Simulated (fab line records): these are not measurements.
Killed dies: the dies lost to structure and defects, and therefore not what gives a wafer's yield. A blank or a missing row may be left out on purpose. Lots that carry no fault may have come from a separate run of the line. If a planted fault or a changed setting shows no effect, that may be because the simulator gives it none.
fab line records	flow rit_cmos
record: lots: 14	wafers: 42	last_day: 7
route steps=202 shown M1@188
lots untouched by any fault: they come from a run of this same line in which no faults occurred
start_h: the number of hours between the record's first day and the start of the first shown wafer of the lot	wait_h: hours elapsed since this lot's preceding step	" identical to the entry in the row above	L1.1+2: several wafers, shown together as one row	- no value, or no start given	* or withheld: withheld	< > ~ a bound
route shown NAME@n: a module of which the file shows steps, and the number in the route of the first	usual: the fault-free wafers' mean and standard deviation	same: alike in all rows	chamber/n: place in a boat	sites: each site's reading	_std_site: standard deviation of those values	_edge_site: outer sites' mean less inner sites'	radius_mm: for every site, how far away it sits from the centre of the wafer	mask NAME#n: copy n	behind: tool/chamber where the wafer was last shaped	hold: why the lot was held/for how many hours/how that ended	device: names the non-switching transistor (n, p or np)	end of line: at the end of the route, the tests of the same wafers	a step given without rows: its recipe and nothing more	killed: count of dies lost to structure and defects at first sort (not the wafer's yield)	map: a wafer's dies, marking killed ones x, the rest . and places with no die _
set.NAME: the run value of the setting; set.NAME@STEP: its run value at that earlier step	model.NAME: the simulator's own value behind a step, which no gauge read
steps of the route over a sample of lots; a table a step, a row a wafer
== steps ==
step: RIT_M1_COAT_04
recipe: resist: NOVOLAK	spin_rpm: 2000	resist_thk_nm: 1300
usual: chill_plate_temp_C: 23.01/0.093	dispense_pressure_kPa: 53/4.1
lot.wafer	tool	chamber	start_h	wait_h	chill_plate_temp_C	dispense_pressure_kPa
L720.1	litho_track-01	0	58.14	0.1	23.01	53
L720.3	"	0	"	"	23.08	53
L720.6	"	0	"	"	22.95	53
L722.1	litho_track-04	0	69.65	0.1	23.00	46
L722.5	"	0	"	"	23.04	46
L722.6	"	0	"	"	23.18	46
L723.1	litho_track-02	0	72.64	0.1	22.94	57
L723.3	"	0	"	"	22.99	57
L723.4	"	0	"	"	23.05	57
L725.1	litho_track-01	0	80.70	0.1	23.04	53
L725.4	"	0	"	"	22.91	53
L725.5	"	0	"	"	22.91	53
L726.1	litho_track-04	0	85.36	0.1	23.03	46
L726.5	"	0	"	"	22.86	46
L726.6	"	0	"	"	23.11	46
L727.1	litho_track-04	-	89.17	0.1	-	-
L727.4	"	-	"	"	-	-
L727.5	"	-	"	"	-	-
L728.3	litho_track-02	-	97.99	0.1	-	-
L728.4	"	-	"	"	-	-
L728.6	"	-	"	"	-	-
L733.4	litho_track-01	0	122.26	0.1	23.05	53
L733.5	"	0	"	"	23.11	53
L733.6	"	0	"	"	23.16	53
L737.1	litho_track-02	0	140.53	0.1	23.02	57
L737.2	"	0	"	"	23.06	57
L737.5	"	0	"	"	22.92	57
L738.2	litho_track-02	0	149.10	0.1	22.96	57
L738.5	"	0	"	"	22.97	57
L738.6	"	0	"	"	22.77	57
L739.4	litho_track-02	0	151.13	0.1	22.87	57
L739.5	"	0	"	"	22.95	57
L739.6	"	0	"	"	23.05	57
L740.1	litho_track-02	0	158.64	0.1	23.01	57
L740.3	"	0	"	"	22.90	57
L740.6	"	0	"	"	22.98	57
L742.4	litho_track-02	0	170.46	0.1	23.20	57
L742.5	"	0	"	"	23.05	57
L742.6	"	0	"	"	23.23	57
L743.2	litho_track-02	0	175.07	0.1	22.99	57
L743.3	"	0	"	"	22.93	57
L743.6	"	0	"	"	23.05	57
step: RIT_M1_CD_MEAS_09
recipe: target_cd_nm: 2600
usual: cd_nm: 2600.4/2.4
lot.wafer	tool	chamber	start_h	wait_h	cd_nm
L720.1	cd_sem-02	-	58.87	-	2603.1
L720.3	"	-	"	"	2602.4
L720.6	"	-	"	"	2604.0
L722.1	cd_sem-01	-	70.46	-	2598.5
L722.5	"	-	"	"	2598.8
L722.6	"	-	"	"	2599.5
L723.1	cd_sem-02	-	73.37	-	2600.8
L723.3	"	-	"	"	2602.0
L723.4	"	-	"	"	2599.8
L725.1	cd_sem-02	-	81.43	-	2598.2
L725.4	"	-	"	"	2598.5
L725.5	"	-	"	"	2597.2
L726.1	cd_sem-02	-	86.21	-	2597.6
L726.5	"	-	"	"	2599.8
L726.6	"	-	"	"	2596.4
L727.1	cd_sem-01	-	89.90	-	-
L727.4	"	-	"	"	-
L727.5	"	-	"	"	-
L728.3	cd_sem-02	-	98.84	-	-
L728.4	"	-	"	"	-
L728.6	"	-	"	"	-
L733.4	cd_sem-02	-	122.97	-	2600.2
L733.5	"	-	"	"	2597.8
L733.6	"	-	"	"	2598.0
L737.1	cd_sem-01	-	141.26	-	2600.8
L737.2	"	-	"	"	2602.3
L737.5	"	-	"	"	2601.3
L738.2	cd_sem-01	-	149.91	-	2596.0
L738.5	"	-	"	"	2597.5
L738.6	"	-	"	"	2598.8
L739.4	cd_sem-02	-	151.97	-	2603.3
L739.5	"	-	"	"	2604.4
L739.6	"	-	"	"	2606.0
L740.1	cd_sem-02	-	159.50	-	2601.1
L740.3	"	-	"	"	2600.8
L740.6	"	-	"	"	2597.0
L742.4	cd_sem-02	-	171.30	-	2603.0
L742.5	"	-	"	"	2604.3
L742.6	"	-	"	"	2601.2
L743.2	cd_sem-01	-	175.93	-	2597.6
L743.3	"	-	"	"	2597.9
L743.6	"	-	"	"	2597.6
step: RIT_M1_PROBE_99
usual: defect_limited_yield: 97.4/1.2	killed_at_M0_to_M3: 0.0/0.18	killed_at_contacts: 0.1/0.32	killed_at_front_end: 7/3	killed_dies: 7/3.1	killed_on_rim: 1.9/1.5	killed_open: 3.3/1.8	killed_short: 3.6/2	sort_bin_3_pad_short: 0.1/0.22	sort_bin_5_function: 1.4/0.84	sort_bin_6_memory: 1.0/0.67	sort_n_pass: 257/3.1	sort_yield_pct: 97.4/1.2
same: gross_dies: 264	killed_at_M4_up: 0	killed_at_back_side: 0	killed_at_other: 0
lot.wafer	tool	chamber	start_h	wait_h	defect_limited_yield[%]	killed_at_M0_to_M3	killed_at_contacts	killed_at_front_end	killed_dies	killed_on_rim	killed_open	killed_short	sort_bin_3_pad_short[%]	sort_bin_5_function[%]	sort_bin_6_memory[%]	sort_n_pass	sort_yield_pct[%]
L723.1	prober-02	-	76.03	0.1	97.0	0	0	8	8	1	5	3	0	2.3	0.8	256	97.0
L723.3	prober-02	-	76.13	0.2	95.8	0	0	11	11	7	5	6	0	3.0	1.1	253	95.8
L723.4	prober-02	-	76.18	0.2	96.2	0	0	10	10	1	6	4	0.4	2.7	0.8	254	96.2
L727.1	prober-02	-	92.56	0.1	0	255	0	9	264	70	3	6	0	98.1	1.9	0	0
L727.4	prober-02	-	92.71	0.2	0	256	0	8	264	70	5	3	0.8	97.3	1.9	0	0
L727.5	prober-02	-	92.76	0.2	0	257	0	7	264	70	4	3	0	98.9	1.1	0	0
L728.3	prober-01	-	101.73	0.2	0	261	0	3	264	70	2	1	0	99.6	0.4	0	0
L728.4	prober-01	-	101.78	0.2	0	256	0	8	264	70	5	3	0	99.2	0.8	0	0
L728.6	prober-01	-	101.88	0.2	0	255	0	9	264	70	5	4	0	98.5	1.5	0	0
L737.1	prober-02	-	144.08	0.1	95.5	0	0	12	12	4	6	6	0	1.5	3.0	252	95.5
L737.2	prober-02	-	144.13	0.1	96.2	0	0	10	10	2	6	4	0	1.5	2.3	254	96.2
L737.5	prober-02	-	144.28	0.2	95.8	0	0	11	11	2	5	6	0	1.9	2.3	253	95.8
L738.6	prober-01	-	152.82	0.2	97.3	0	0	7	7	2	3	4	0	2.3	0.4	257	97.3
L743.2	prober-02	-	178.62	0.1	97.3	0	0	7	7	0	2	5	0	1.9	0.8	257	97.3
L743.3	prober-02	-	178.67	0.2	96.2	0	0	10	10	6	5	5	0	3.0	0.8	254	96.2
L743.6	prober-02	-	178.82	0.2	95.5	0	0	12	12	1	5	7	0.4	1.9	2.3	252	95.5
killed by level:class
L723.1 FOX1:geometric_particle:open=3 SILICIDE:geometric_particle:open=2 GATE:geometric_particle:short=1 SPACER:geometric_particle:short=1 SILICIDE:geometric_particle:short=1
L723.3 GATE:geometric_particle:short=3 FOX1:geometric_particle:open=2 FOX1:geometric_particle:short=1 GATE:geometric_particle:open=1 REOX:geometric_particle:short=1 SPACER:geometric_particle:open=1 SILICIDE:geometric_particle:short=1 SILICIDE:geometric_particle:open=1
L723.4 GATE:geometric_particle:open=4 FOX1:geometric_particle:short=2 REOX:geometric_particle:short=2 FOX1:geometric_particle:open=1 REOX:geometric_particle:open=1
L727.1 M1:area_expose=255 GATE:geometric_particle:open=2 REOX:geometric_particle:short=2 SPACER:geometric_particle:short=2 FOX1:geometric_particle:short=1 GATE:geometric_particle:short=1 REOX:geometric_particle:open=1
L727.4 M1:area_expose=256 SPACER:geometric_particle:open=2 FOX2:geometric_particle:short=1 FOX2:geometric_particle:open=1 GATE:geometric_particle:open=1 GATE:geometric_particle:short=1 REOX:geometric_particle:open=1 SILICIDE:geometric_particle:short=1
L727.5 M1:area_expose=257 GATE:geometric_particle:short=2 FOX1:geometric_particle:open=1 FOX1:geometric_particle:short=1 FOX2:geometric_particle:open=1 GATE:geometric_particle:open=1 REOX:geometric_particle:open=1
L728.3 M1:area_expose=261 GATE:geometric_particle:open=1 REOX:geometric_particle:open=1 SILICIDE:geometric_particle:short=1
L728.4 M1:area_expose=256 GATE:geometric_particle:open=3 FOX1:geometric_particle:short=2 FOX1:geometric_particle:open=2 REOX:geometric_particle:short=1
L728.6 M1:area_expose=255 GATE:geometric_particle:open=4 SILICIDE:geometric_particle:short=3 GATE:geometric_particle:short=1 SILICIDE:geometric_particle:open=1
L737.1 SILICIDE:geometric_particle:open=3 FOX1:geometric_particle:short=2 FOX2:geometric_particle:short=2 SILICIDE:geometric_particle:short=2 SPACER:geometric_particle:open=1 FOX1:geometric_particle:open=1 FOX2:geometric_particle:open=1
L737.2 SPACER:geometric_particle:open=3 GATE:geometric_particle:short=2 SILICIDE:geometric_particle:short=2 FOX2:geometric_particle:open=1 GATE:geometric_particle:open=1 REOX:geometric_particle:open=1
L737.5 FOX1:geometric_particle:short=2 GATE:geometric_particle:open=2 SPACER:geometric_particle:open=2 FOX2:geometric_particle:open=1 GATE:geometric_particle:short=1 REOX:geometric_particle:short=1 SPACER:geometric_particle:short=1 SILICIDE:geometric_particle:short=1
L738.6 FOX1:geometric_particle:short=2 FOX1:geometric_particle:open=1 FOX2:geometric_particle:open=1 GATE:geometric_particle:open=1 REOX:geometric_particle:short=1 SPACER:geometric_particle:short=1
L743.2 GATE:geometric_particle:short=4 SPACER:geometric_particle:open=1 SILICIDE:geometric_particle:short=1 SILICIDE:geometric_particle:open=1
L743.3 GATE:geometric_particle:open=4 FOX1:geometric_particle:short=2 GATE:geometric_particle:short=2 REOX:geometric_particle:short=1 REOX:geometric_particle:open=1
L743.6 FOX1:geometric_particle:short=4 GATE:geometric_particle:open=2 FOX1:geometric_particle:open=1 FOX2:geometric_particle:short=1 GATE:geometric_particle:short=1 REOX:geometric_particle:open=1 SPACER:geometric_particle:short=1 SILICIDE:geometric_particle:open=1
== key ==
first_sign: step: RIT_M1_COAT_04	reading: tool_record	direction: missing
effect: step: RIT_M1_CD_MEAS_09	reading: cd_nm	direction: missing
effect: step: RIT_M1_PROBE_99	reading: killed_at_M0_to_M3	direction: up	sigmas: 99+	usual: 0.0	struck: 256.7
more_kills_born_at: RIT_M1_EXPOSE_06@iline_stepper-01: 772	RIT_M1_EXPOSE_06@iline_stepper-02: 768
met_at RIT_M1_COAT_04
struck_lots L727,L728
later_rows_left_out L727.1,L727.4,L727.5,L728.3,L728.4,L728.6
onset_between 85.36 89.17
fault: kind: skipped_step_whole	tool: litho_track-02,litho_track-04	chamber: -	onset_h: 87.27	steps: RIT_M1_COAT_04	scope: struck_lots_only
later_rows_left_out: the simulator's readings of these wafers behind a module that went badly wrong aren't trusted and aren't shown, but for the sort
